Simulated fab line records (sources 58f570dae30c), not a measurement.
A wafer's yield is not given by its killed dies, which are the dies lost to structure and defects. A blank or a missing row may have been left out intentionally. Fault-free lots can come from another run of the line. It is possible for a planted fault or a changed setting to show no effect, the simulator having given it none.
fab line records	flow berkeley_cmos170
record: lots: 7	wafers: 21	last_day: 12
route steps=331 shown NLDD@166 SPACER@171 PSD@175
lots that met no fault: taken from a fault-free run of the same line
start_h: the number of hours between the record's first day and the start of the first shown wafer of the lot	wait_h: hours elapsed since this lot's preceding step	" the same as in the row above	L1.1+2: a single row standing in for several wafers	- no value, or no start was given	* or withheld: withheld	< > ~ a bound
route shown NAME@n: a module of which the file shows steps, and the number in the route of the first	usual: mean and standard deviation over wafers with no fault	same: alike in all rows	chamber/n: place in a boat	sites: per-site readings	_std_site: standard deviation across them	_edge_site: mean of outer sites minus mean of inner sites	radius_mm: for every site, how far away it sits from the centre of the wafer	mask NAME#n: copy n	behind: tool/chamber where the wafer was last shaped	hold: cause of the lot's hold/its duration in hours/its outcome	device: the transistor (n, p or np) that didn't switch	end of line: the route-end tests of the same wafers	step lacking rows: just its recipe	killed: dies lost to structure and defects at the first sort, not the wafer's yield	map: a wafer's dies, x killed, . not, _ none there
set.NAME: setting as actually run; set.NAME@STEP: the setting as run at that earlier step	model.NAME: the simulator's own value behind a step, which no gauge read
certain route steps with their lots: each step a table, each wafer a row
services: from which hour (start_h, from the record's first day; less than 0 if before it) a tool's chamber was out of use, for how many hours, and why
== steps ==
step: UCB170_NLDD_IMPLANT_08
recipe: species: As	dose_cm2: 5e+13	energy_kev: 30	tilt_deg: 7	rotation_deg: 0
step: UCB170_NLDD_IMPLANT_09
recipe: species: As	dose_cm2: 5e+13	energy_kev: 30	tilt_deg: 7	rotation_deg: 180
step: UCB170_NLDD_STRIP_10
recipe: chemistry: O2	power_w: 400	pressure_mtorr: 3500	platen_temp_c: withheld	o2_flow_sccm: 400	overash_fraction: 0.5
usual: chamber_pressure_mTorr: 3499.9/2.8	drypump_motor_current_A: 5.5/0.59	oes_product_au: 0.734/0.0042	strip_time_to_endpoint_s: 21.87/0.059
lot.wafer	tool	chamber	start_h	wait_h	chamber_pressure_mTorr	drypump_motor_current_A	oes_product_au	rf_hours_counter_h	strip_time_to_endpoint_s
L752.1	plasma_asher-04	0	117.81	0.1	3497.2	5.2	0.731	30	21.85
L752.4	"	0	"	"	3499.2	5.2	0.731	-	21.94
L752.5	"	1	"	"	3495.7	4.9	0.743	-	21.85
L759.1	plasma_asher-04	1	159.28	0.1	3500.8	4.9	0.737	34	21.96
L759.2	"	0	"	"	3505.1	5.2	0.732	34	21.94
L759.6	"	0	"	"	3496.7	5.2	0.722	-	21.92
L762.1	plasma_asher-04	1	186.30	0.1	3498.1	4.9	0.733	37	21.79
L762.3	"	1	"	"	3498.7	4.9	0.734	-	21.81
L762.6	"	1	"	"	3496.3	4.9	0.731	-	21.78
L765.2	plasma_asher-04	1	192.99	0.1	3499.8	4.9	0.732	38	21.84
L765.3	"	0	"	"	3501.7	5.2	0.734	-	21.84
L765.6	"	0	"	"	3497.6	5.2	0.737	-	21.87
L764.1	plasma_asher-01	1	193.37	0.1	3495.9	5.8	0.734	50	21.97
L764.2	"	0	"	"	3498.7	5.2	0.737	50	21.97
L764.4	"	1	"	"	3504.4	5.8	0.735	-	21.99
L772.1	plasma_asher-04	0	227.71	0.1	3504.7	5.2	0.737	41	21.93
L772.3	"	1	"	"	3501.1	4.9	0.736	-	21.86
L772.5	"	1	"	"	3499.2	4.9	0.738	-	21.90
L774.2	plasma_asher-03	0	242.58	0.1	3499.7	6.2	0.730	54	21.81
L774.3	"	0	"	"	3501.9	6.3	0.741	-	21.85
L774.6	"	0	"	"	3500.5	6.3	0.732	-	21.72
step: UCB170_NLDD_TW_MEAS_11
usual: NLDD_TW: 2219/9.4
lot.wafer	tool	chamber	start_h	wait_h	NLDD_TW
L752.1	film_metro-02	-	117.91	0.1	2220
L752.4	"	-	"	"	2226
L752.5	"	-	"	"	2228
L759.1	film_metro-02	-	159.38	0.1	2225
L759.2	"	-	"	"	2225
L759.6	"	-	"	"	2225
L762.1	film_metro-04	-	186.40	0.1	2211
L762.3	"	-	"	"	2220
L762.6	"	-	"	"	2227
L765.2	film_metro-02	-	193.10	0.1	2211
L765.3	"	-	"	"	2226
L765.6	"	-	"	"	2217
L764.1	film_metro-03	-	193.47	0.1	2205
L764.2	"	-	"	"	2212
L764.4	"	-	"	"	2208
L772.1	film_metro-03	-	227.81	0.1	2219
L772.3	"	-	"	"	2226
L772.5	"	-	"	"	2219
L774.2	film_metro-04	-	242.69	0.1	2216
L774.3	"	-	"	"	2216
L774.6	"	-	"	"	2218
step: UCB170_NLDD_CLEAN_12
recipe: chemistry: SPM	temp_c: 120	time_s: 600
step: UCB170_SPACER_CVD_00
recipe: material: SiO2	target_thk_nm: 376	temp_c: 390	precursor: TEOS/O2	time_s: 47	rf_w: 550	pressure_mtorr: 9000
usual: heater_power_w: 263/55
lot.wafer	tool	chamber	start_h	wait_h	heater_power_w
L752.1	pecvd-03	0	118.16	0.0	223
L752.4	"	0	"	"	231
L752.5	"	1	"	"	271
L759.1	pecvd-01	0	159.61	0.0	315
L759.2	"	2	"	"	244
L759.6	"	0	"	"	328
L762.1	pecvd-04	1	186.63	0.0	334
L762.3	"	2	"	"	255
L762.6	"	0	"	"	276
L765.2	pecvd-03	1	193.33	0.0	231
L765.3	"	2	"	"	356
L765.6	"	0	"	"	239
L764.1	pecvd-04	1	193.71	0.0	379
L764.2	"	2	"	"	200
L764.4	"	1	"	"	379
L772.1	pecvd-04	1	228.07	0.0	291
L772.3	"	2	"	"	180
L772.5	"	1	"	"	310
L774.2	pecvd-04	2	244.57	0.0	253
L774.3	"	1	"	"	296
L774.6	"	1	"	"	311
step: UCB170_SPACER_THK_MEAS_01
recipe: reads: SiO2_of_SPACER_CVD_00
usual: SPACER_TEOS_THK: 377/4.3
lot.wafer	tool	chamber	start_h	wait_h	SPACER_TEOS_THK[nm]
L752.1	film_metro-01	-	118.20	0.0	376
L752.4	"	-	"	"	378
L752.5	"	-	"	"	381
L759.1	film_metro-04	-	159.66	0.0	372
L759.2	"	-	"	"	376
L759.6	"	-	"	"	379
L762.1	film_metro-01	-	186.68	0.0	371
L762.3	"	-	"	"	374
L762.6	"	-	"	"	379
L765.2	film_metro-01	-	193.38	0.0	373
L765.3	"	-	"	"	367
L765.6	"	-	"	"	379
L764.1	film_metro-04	-	193.77	0.0	380
L764.2	"	-	"	"	378
L764.4	"	-	"	"	385
L772.1	film_metro-01	-	228.11	0.0	372
L772.3	"	-	"	"	376
L772.5	"	-	"	"	380
L774.2	film_metro-04	-	244.62	0.0	378
L774.3	"	-	"	"	372
L774.6	"	-	"	"	381
step: UCB170_SPACER_ANNEAL_02
recipe: temp_c: 900	time_s: 1800	ambient: N2
step: UCB170_SPACER_ETCHBACK_03
recipe: stop_on: Si	target: SiO2	chemistry: CHF3/CF4/Ar	CHF3_flow_sccm: 50	cf4_flow_sccm: 10	Ar_flow_sccm: 120	pressure_mtorr: 200	rf_w: 500	target_depth_a: 3760	time_s: 100
usual: chamber_pressure_mTorr: 199.99/0.2	drypump_motor_current_A: 5.9/0.31	mfc_ar_sccm: 119.9/0.34	oes_product_au: 0.902/0.017	throttle_valve_pct: 6.48/0.12
lot.wafer	tool	chamber	start_h	wait_h	chamber_pressure_mTorr	drypump_motor_current_A	mfc_ar_sccm	oes_product_au	rf_hours_counter_h	throttle_valve_pct
L752.1	rie_diel-04	1	122.01	0.0	200.29	5.4	120.2	0.891	83	6.43
L752.4	"	2	"	"	200.17	6.2	120.0	0.914	-	6.64
L752.5	"	1	"	"	199.79	5.5	119.7	0.895	-	6.45
L759.1	rie_diel-02	3	162.35	0.0	199.79	5.6	120.0	0.892	38	6.41
L759.2	"	2	"	"	200.06	6.2	119.9	0.931	28	6.21
L759.6	"	1	"	"	200.19	6.1	121.1	0.903	-	6.40
L762.1	rie_diel-04	1	193.79	0.0	199.97	5.4	120.9	0.881	87	6.43
L762.3	"	2	"	"	199.77	6.2	119.7	0.899	0	6.64
L762.6	"	1	"	"	199.94	5.4	120.1	0.905	-	6.45
L764.1	rie_diel-04	0	199.13	0.0	199.97	5.8	120.3	0.901	8	6.64
L764.2	"	1	"	"	199.98	5.5	119.7	0.900	87	6.44
L764.4	"	3	"	"	200.01	5.5	120.0	0.950	12	6.54
L765.2	rie_diel-03	3	199.13	0.0	199.90	6.0	120.0	0.890	2	6.38
L765.3	"	1	"	"	199.89	5.9	120.1	0.873	23	6.57
L765.6	"	1	"	"	199.84	5.9	120.0	0.894	-	6.57
L772.1	rie_diel-02	3	233.14	0.0	199.87	5.6	119.9	0.882	40	6.41
L772.3	"	1	"	"	200.15	6.2	119.7	0.894	46	6.39
L772.5	"	1	"	"	200.06	6.2	119.7	0.898	-	6.39
L774.2	rie_diel-03	1	247.06	0.0	200.24	5.9	121.0	0.898	26	6.58
L774.3	"	3	"	"	199.98	6.0	120.0	0.886	4	6.36
L774.6	"	1	"	"	200.01	5.9	120.3	0.897	-	6.57
step: UCB170_PSD_HMDS_00
recipe: prime_time_s: 60	prime_temp_c: 100
step: UCB170_PSD_COAT_01
recipe: resist: KrF	spin_rpm: 1500	resist_thk_nm: 900
step: UCB170_PSD_SOFTBAKE_02
recipe: resist: KrF	temp_c: 131.1	time_s: 60
step: UCB170_PSD_EXPOSE_03
recipe: mask_id: PSELECT_MOD	na: 0.5	sigma_outer: 0.6	source_shape: conventional	target_cd_nm: 1200	dose_mj: 30
usual: exposure_dose_mJ_cm2: 29.51/0.033	focus_offset_nm: -0.1/0.51
lot.wafer	tool	chamber	start_h	wait_h	mask	exposure_dose_mJ_cm2	focus_offset_nm
L752.1	krf_scanner-02	0	122.77	0.4	PSELECT_MOD#0	29.51	-0.1
L752.4	"	0	"	"	PSELECT_MOD#0	29.50	-0.4
L752.5	"	0	"	"	PSELECT_MOD#0	29.52	-0.6
L759.1	krf_scanner-01	0	163.12	0.4	PSELECT_MOD#0	29.51	0.7
L759.2	"	0	"	"	PSELECT_MOD#0	29.48	0.2
L759.6	"	0	"	"	PSELECT_MOD#0	29.51	-0.7
L762.1	krf_scanner-02	-	194.68	0.5	PSELECT_MOD#0	-	-
L762.3	"	-	"	"	PSELECT_MOD#0	-	-
L762.6	"	-	"	"	PSELECT_MOD#0	-	-
L765.2	krf_scanner-02	-	199.67	0.1	PSELECT_MOD#0	-	-
L765.3	"	-	"	"	PSELECT_MOD#0	-	-
L765.6	"	-	"	"	PSELECT_MOD#0	-	-
L764.1	krf_scanner-02	-	199.77	0.2	PSELECT_MOD#0	-	-
L764.2	"	-	"	"	PSELECT_MOD#0	-	-
L764.4	"	-	"	"	PSELECT_MOD#0	-	-
L772.1	krf_scanner-02	0	234.02	0.2	PSELECT_MOD#0	29.53	-0.7
L772.3	"	0	"	"	PSELECT_MOD#0	29.46	0.3
L772.5	"	0	"	"	PSELECT_MOD#0	29.52	-0.8
L774.2	krf_scanner-01	0	248.03	0.2	PSELECT_MOD#0	29.47	-0.4
L774.3	"	0	"	"	PSELECT_MOD#0	29.51	0.6
L774.6	"	0	"	"	PSELECT_MOD#0	29.50	0.0
step: UCB170_PSD_PEB_04
recipe: peb_temp_c: 130	peb_time_s: withheld	resist: KrF
== services ==
tool	chamber	start_h	hours	kind
rie_diel-03	0	109.40	4.1	repair
rie_diel-04	0	113.70	14.8	repair
pecvd-04	0	116.33	17.4	repair
pecvd-04	-	124.34	6.0	pm
krf_scanner-01	-	125.07	0.8	pm
krf_scanner-02	-	130.34	1.3	pm
pecvd-04	2	133.05	14.0	repair
rie_diel-03	-	137.14	0.6	repair
krf_scanner-01	-	138.25	0.8	pm
rie_diel-03	2	147.36	14.1	repair
rie_diel-03	-	147.61	2.8	pm
pecvd-03	0	171.78	14.2	repair
krf_scanner-01	-	174.03	1.3	pm
krf_scanner-02	-	175.86	1.0	pm
pecvd-03	-	181.80	1.1	repair
rie_diel-03	0	182.26	11.1	repair
rie_diel-03	2	182.71	29.7	repair
krf_scanner-01	-	183.01	1.0	pm
pecvd-04	-	187.55	1.6	repair
pecvd-04	0	190.95	6.6	repair
rie_diel-04	0	192.82	5.3	repair
rie_diel-02	3	199.01	25.2	repair
plasma_asher-04	-	209.00	3.8	repair
krf_scanner-02	-	238.74	3.1	repair
== key ==
first_sign: step: UCB170_PSD_EXPOSE_03	reading: tool_record	direction: missing
effect none on later readings
met_at UCB170_PSD_EXPOSE_03
struck_wafers L762.1,L762.3,L762.6,L764.1,L764.2,L764.4,L765.2,L765.3,L765.6
sort_left_out L762.1,L762.3,L762.6,L764.1,L764.2,L764.4,L765.2,L765.3,L765.6
tester_left_out L762,L764,L765
onset_between 122.77 194.68
fault: kind: skipped_step_whole	tool: krf_scanner-02	chamber: -	onset_h: 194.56	steps: UCB170_PSD_EXPOSE_03	scope: struck_lots_only
tester_left_out: of these lots the tester's yield and bins aren't shown, on N5 and GAA mostly nor the transistor test; their killed dies are dies lost to structure and defects alone, not to doping, threshold or leakage, so they don't give the yield
sort_left_out: the simulated sort isn't trusted on such a fault, so these wafers' sort isn't shown, and their yield isn't known
